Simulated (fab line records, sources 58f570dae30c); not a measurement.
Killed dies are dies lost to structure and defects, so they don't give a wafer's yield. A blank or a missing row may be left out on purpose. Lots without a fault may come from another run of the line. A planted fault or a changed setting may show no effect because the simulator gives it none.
fab line records | flow berkeley_cmos170
record lots=6 wafers=18 last_day=13
route steps=331 shown CONTACT@233 M1@238
lots that met no fault: from a run of the same line without faults
start_h: hours from the record's first day to the start of the lot's first wafer shown | wait_h: hours since the lot's step before | " the same as in the row above | L1.1+2: a row that stands for several wafers | - no value, or no start given | * or withheld: withheld | < > ~ a bound
route shown NAME@n: a module of which the file shows steps, and the number in the route of the first | usual: mean/standard deviation of fault-free wafers | same: alike in all rows | chamber/n: place in a boat | sites: the reading at each site | _std_site: their standard deviation | _edge_site: outer sites' mean less inner sites' | radius_mm: how far each site lies from the wafer's centre | mask NAME#n: copy n | behind: the tool/chamber that last shaped the wafer | hold: why the lot was held/for how many hours/how that ended | device: the transistor (n, p or np) that didn't switch | end of line: the same wafers' tests at the end of the route | a step without rows: its recipe alone | killed: dies lost to structure and defects at the first sort, not the wafer's yield | map: a wafer's dies, x killed, . not, _ none there
set.NAME: the setting as run; set.NAME@STEP: as run at that earlier step | model.NAME: the simulator's own value behind a step, which no gauge read
lots at some steps of the route; a table a step, a row a wafer
services: from which hour (start_h, from the record's first day; less than 0 if before it) a tool's chamber was out of use, for how many hours, and why
## steps
# step UCB170_CONTACT_ETCH_17
# recipe chemistry=N2/H2 target_depth_a=withheld overetch_a=withheld target=BARC time_s=withheld source_w=500 bias_w=97.8 pressure_mtorr=30 n2_flow_sccm=100 h2_flow_sccm=200
# usual bias_w=97.81/0.29 drypump_motor_current_A=5.8/0.52 oes_product_au=0.991/0.017 throttle_valve_pct=13.38/0.14
# columns lot.wafer tool chamber start_h wait_h bias_w drypump_motor_current_A oes_product_au throttle_valve_pct
L519.3 rie_diel-02 2 202.47 0.0 97.24 5.5 0.990 13.33
L519.4 " 1 " " 97.46 4.9 0.969 13.45
L519.5 " 2 " " 97.23 5.5 0.991 13.32
L524.1 rie_diel-03 1 225.50 0.0 97.45 6.5 0.996 13.30
L524.3 " 2 " " 97.83 6.3 1.033 13.24
L524.6 " 1 " " 97.58 6.5 0.990 13.31
L530.3 rie_diel-04 1 240.67 0.0 98.39 6.4 0.991 13.41
L530.4 " 0 " " 97.83 5.0 0.996 13.35
L530.6 " 3 " " 97.79 5.7 0.982 13.14
L528.1 rie_diel-02 0 240.70 0.0 98.14 6.4 0.992 13.67
L528.3 " 3 " " 97.49 5.9 0.992 13.47
L528.5 " 3 " " 98.30 5.9 0.981 13.47
L529.1 rie_diel-03 0 240.85 0.0 97.73 5.8 0.976 13.31
L529.2 " 1 " " 98.71 6.5 0.996 13.31
L529.3 " 2 " " 97.68 6.2 1.028 13.24
L537.1 rie_diel-03 1 289.43 0.0 97.77 6.5 1.002 13.29
L537.2 " 2 " " 97.64 6.2 1.037 13.23
L537.3 " 0 " " 97.71 5.9 0.980 13.31
# step UCB170_CONTACT_ETCH_18
# recipe chemistry=CHF3/CF4/Ar target=PSG stop_on=TiSi2 CHF3_flow_sccm=45 cf4_flow_sccm=15 Ar_flow_sccm=150 pressure_mtorr=200 rf_w=700 target_depth_a=8400 over_etch_frac=0.2 time_s=195
# usual drypump_motor_current_A=5.8/0.52 oes_product_au=0.883/0.011 throttle_valve_pct=6.94/0.099
# columns lot.wafer tool chamber start_h wait_h drypump_motor_current_A oes_product_au rf_hours_counter_h throttle_valve_pct
L519.3 rie_diel-02 2 - - 5.5 0.880 96 6.88
L519.4 " 1 " " 4.9 0.889 61 6.94
L519.5 " 2 " " 5.5 0.871 - 6.87
L524.1 rie_diel-03 1 - - 6.5 0.881 8 6.87
L524.3 " 2 " " 6.3 0.896 25 6.98
L524.6 " 1 " " 6.5 0.884 - 6.85
L530.3 rie_diel-04 1 - - 6.4 0.876 121 7.07
L530.4 " 0 " " 5.0 0.882 - 6.98
L530.6 " 3 " " 5.6 0.880 - 6.77
L528.1 rie_diel-02 0 - - 6.5 0.893 110 7.10
L528.3 " 3 " " 5.9 0.896 19 7.01
L528.5 " 3 " " 5.8 0.885 - 7.00
L529.1 rie_diel-03 0 - - 5.8 0.869 124 6.83
L529.2 " 1 " " 6.5 0.885 8 6.87
L529.3 " 2 " " 6.3 0.902 26 6.98
L537.1 rie_diel-03 1 - - 6.5 0.888 10 6.86
L537.2 " 2 " " 6.2 0.897 28 6.98
L537.3 " 0 " " 5.9 0.872 126 6.80
# step UCB170_CONTACT_STRIP_19
# recipe chemistry=O2 power_w=400 pressure_mtorr=3500 platen_temp_c=withheld o2_flow_sccm=400 overash_fraction=0.5
# usual drypump_motor_current_A=5.8/0.34 o2_flow_sccm=400.1/1.2 oes_product_au=0.725/0.0047
# columns lot.wafer tool chamber start_h wait_h drypump_motor_current_A o2_flow_sccm oes_product_au rf_hours_counter_h
L519.3 plasma_asher-03 1 202.67 - 5.6 400.6 0.728 -
L519.4 " 0 " " 5.8 399.0 0.724 -
L519.5 " 0 " " 5.8 400.1 0.723 -
L524.1 plasma_asher-02 0 225.67 - 5.8 399.7 0.718 45
L524.3 " 1 " " 5.3 400.9 0.724 -
L524.6 " 0 " " 5.8 399.3 0.717 -
L528.1 plasma_asher-03 1 240.87 - 5.5 396.6 0.720 54
L528.3 " 1 " " 5.5 399.6 0.723 -
L528.5 " 0 " " 5.8 399.6 0.731 -
L530.3 plasma_asher-02 0 240.87 - 5.8 399.5 0.716 -
L530.4 " 1 " " 5.3 400.5 0.713 -
L530.6 " 1 " " 5.3 400.4 0.728 -
L529.1 plasma_asher-04 1 241.01 - 5.9 399.7 0.722 50
L529.2 " 0 " " 6.3 399.7 0.728 50
L529.3 " 0 " " 6.3 401.2 0.719 -
L537.1 plasma_asher-04 1 289.59 - 5.9 399.9 0.729 55
L537.2 " 0 " " 6.3 401.6 0.726 55
L537.3 " 0 " " 6.3 400.5 0.727 -
# step UCB170_CONTACT_CD_MEAS_90
# recipe target_cd_nm=700
# usual cd_nm=699.2/1.6
# columns lot.wafer tool chamber start_h wait_h cd_nm
L519.3 cd_sem-02 - 202.78 0.1 699.5
L519.4 " - " " 696.1
L519.5 " - " " 699.7
L524.1 cd_sem-01 - 225.77 0.1 700.0
L524.3 " - " " 699.8
L524.6 " - " " 700.6
L530.3 cd_sem-01 - 240.98 0.1 698.5
L530.4 " - " " 698.2
L530.6 " - " " 697.7
L528.1 cd_sem-01 - 241.06 0.2 697.8
L528.3 " - " " 698.3
L528.5 " - " " 697.3
L529.1 cd_sem-01 - 241.18 0.1 700.8
L529.2 " - " " 699.5
L529.3 " - " " 697.3
L537.1 cd_sem-02 - 289.69 0.1 699.4
L537.2 " - " " 700.8
L537.3 " - " " 701.9
# step UCB170_CONTACT_CLEAN_20
# recipe chemistry=SPM temp_c=120 time_s=600
# step UCB170_M1_SPUTTER_00
# recipe material=Al target_thk_nm=600 time_s=80 power_w=6000 chamber_pressure_pa=0.5
# usual throttle_valve_pct=29.7/1.1
# columns lot.wafer tool chamber start_h wait_h throttle_valve_pct
L519.3 pvd_sputter-04 - 203.03 0.0 29.6
L519.4 " - " " 29.7
L519.5 " - " " 29.2
L524.1 pvd_sputter-02 - 226.06 0.0 29.6
L524.3 " - " " 28.2
L524.6 " - " " 29.8
L528.1 pvd_sputter-02 - 242.18 0.0 30.9
L528.3 " - " " 29.8
L528.5 " - " " 30.8
L529.1 pvd_sputter-04 - 242.18 0.0 29.3
L529.2 " - " " 29.3
L529.3 " - " " 29.4
L530.3 pvd_sputter-03 - 242.18 0.0 31.3
L530.4 " - " " 30.8
L530.6 " - " " 31.2
L537.1 pvd_sputter-02 - 290.00 0.0 30.7
L537.2 " - " " 28.3
L537.3 " - " " 29.9
# step UCB170_M1_RS_MEAS_01
# recipe thk_meas_gauge=four-point-probe reads=Al_of_M1_SPUTTER_00
# usual M1_AL_RS=0.0487/0.00065
# columns lot.wafer tool chamber start_h wait_h M1_AL_RS[ohm/sq]
L519.3 film_metro-04 - 203.13 0.1 0.0471
L519.4 " - " " 0.0489
L519.5 " - " " 0.0479
L524.1 film_metro-02 - 226.12 0.0 0.0485
L524.3 " - " " 0.0487
L524.6 " - " " 0.0484
L529.1 film_metro-03 - 242.24 0.0 0.0482
L529.2 " - " " 0.0499
L529.3 " - " " 0.0490
L530.3 film_metro-02 - 242.28 0.1 0.0488
L530.4 " - " " 0.0487
L530.6 " - " " 0.0480
L528.1 film_metro-04 - 242.36 0.1 0.0490
L528.3 " - " " 0.0490
L528.5 " - " " 0.0486
L537.1 film_metro-03 - 290.07 0.0 0.0483
L537.2 " - " " 0.0480
L537.3 " - " " 0.0485
# step UCB170_M1_THK_MEAS_02
# recipe thk_meas_gauge=xrf reads=Al_of_M1_SPUTTER_00
# usual M1_AL_THK=603/8.3
# columns lot.wafer tool chamber start_h wait_h M1_AL_THK[nm]
L519.3 film_metro-04 - 203.23 0.1 626
L519.4 " - " " 604
L519.5 " - " " 612
L524.1 film_metro-02 - 226.24 0.1 608
L524.3 " - " " 600
L524.6 " - " " 603
L529.1 film_metro-03 - 242.36 0.1 607
L529.2 " - " " 586
L529.3 " - " " 598
L530.3 film_metro-02 - 242.38 0.1 604
L530.4 " - " " 605
L530.6 " - " " 613
L528.1 film_metro-04 - 242.48 0.1 603
L528.3 " - " " 602
L528.5 " - " " 608
L537.1 film_metro-03 - 290.19 0.1 609
L537.2 " - " " 614
L537.3 " - " " 607
# step UCB170_M1_COAT_03
# recipe resist=BARC temp_c=withheld time_s=withheld spin_rpm=3000 resist_thk_nm=withheld
# step UCB170_M1_COAT_04
# recipe resist=KrF spin_rpm=1500 resist_thk_nm=900
# step UCB170_M1_SOFTBAKE_05
# recipe resist=KrF temp_c=130 time_s=60
# step UCB170_M1_EXPOSE_06
# recipe mask_id=METAL1 target_cd_nm=700 na=0.5 sigma_outer=0.6 source_shape=conventional dose_mj=21
# step UCB170_M1_PEB_07
# recipe peb_temp_c=130 peb_time_s=withheld resist=KrF
# usual chill_plate_temp_C=22.99/0.1 exhaust_pa=45.1/0.9
# columns lot.wafer tool chamber start_h wait_h chill_plate_temp_C exhaust_pa
L519.3 litho_track-03 0 204.91 0.1 22.85 43.2
L519.4 " 0 " " 22.91 44.1
L519.5 " 0 " " 22.91 44.8
L524.1 litho_track-03 0 227.77 0.2 22.90 44.1
L524.3 " 0 " " 22.87 44.9
L524.6 " 0 " " 22.97 44.1
L530.3 litho_track-02 0 243.32 0.2 22.95 44.4
L530.4 " 0 " " 22.82 44.6
L530.6 " 0 " " 22.93 44.0
L529.1 litho_track-03 - 243.41 0.1 - -
L529.2 " - " " - -
L529.3 " - " " - -
L528.1 litho_track-01 - 243.54 0.1 - -
L528.3 " - " " - -
L528.5 " - " " - -
L537.1 litho_track-02 0 291.24 0.2 22.88 44.2
L537.2 " 0 " " 23.04 44.9
L537.3 " 0 " " 22.96 43.8
# step UCB170_M1_DEVELOP_08
# recipe developer=TMAH develop_time_s=45 resist=KrF dev_temp_c=21
## services
# columns tool chamber start_h hours kind
pvd_sputter-04 - 197.34 3.8 repair
rie_diel-03 0 198.74 2.9 repair
rie_diel-04 0 205.69 - clean
rie_diel-04 0 205.69 20.1 scheduled_down
rie_diel-04 0 205.69 20.1 vent_cycle
pvd_sputter-03 - 217.15 6.1 repair
rie_diel-04 2 222.04 20.2 repair
rie_diel-03 3 231.73 1.2 repair
rie_diel-02 2 233.23 14.0 repair
rie_diel-04 3 234.74 3.1 repair
rie_diel-02 3 255.19 11.5 repair
plasma_asher-04 - 258.23 6.5 repair
plasma_asher-02 - 260.85 8.1 repair
rie_diel-02 3 278.49 2.5 repair
## key
first_sign step=UCB170_M1_PEB_07 reading=tool_record direction=missing
effect none on later readings
met_at UCB170_M1_PEB_07
struck_wafers L528.1,L528.3,L528.5,L529.1,L529.2,L529.3
later_rows_left_out L528.1,L528.3,L528.5,L529.1,L529.2,L529.3
sort_left_out L528.1,L528.3,L528.5,L529.1,L529.2,L529.3
onset_between 227.77 243.41
fault kind=skipped_step_whole tool=litho_track-01,litho_track-03 chamber=- onset_h=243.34 steps=UCB170_M1_PEB_07 scope=struck_lots_only
# sort_left_out: the simulated sort isn't trusted on such a fault, so these wafers' sort isn't shown, and their yield isn't known
# later_rows_left_out: the simulator's readings of these wafers behind a module that went badly wrong aren't trusted and aren't shown, but for the sort
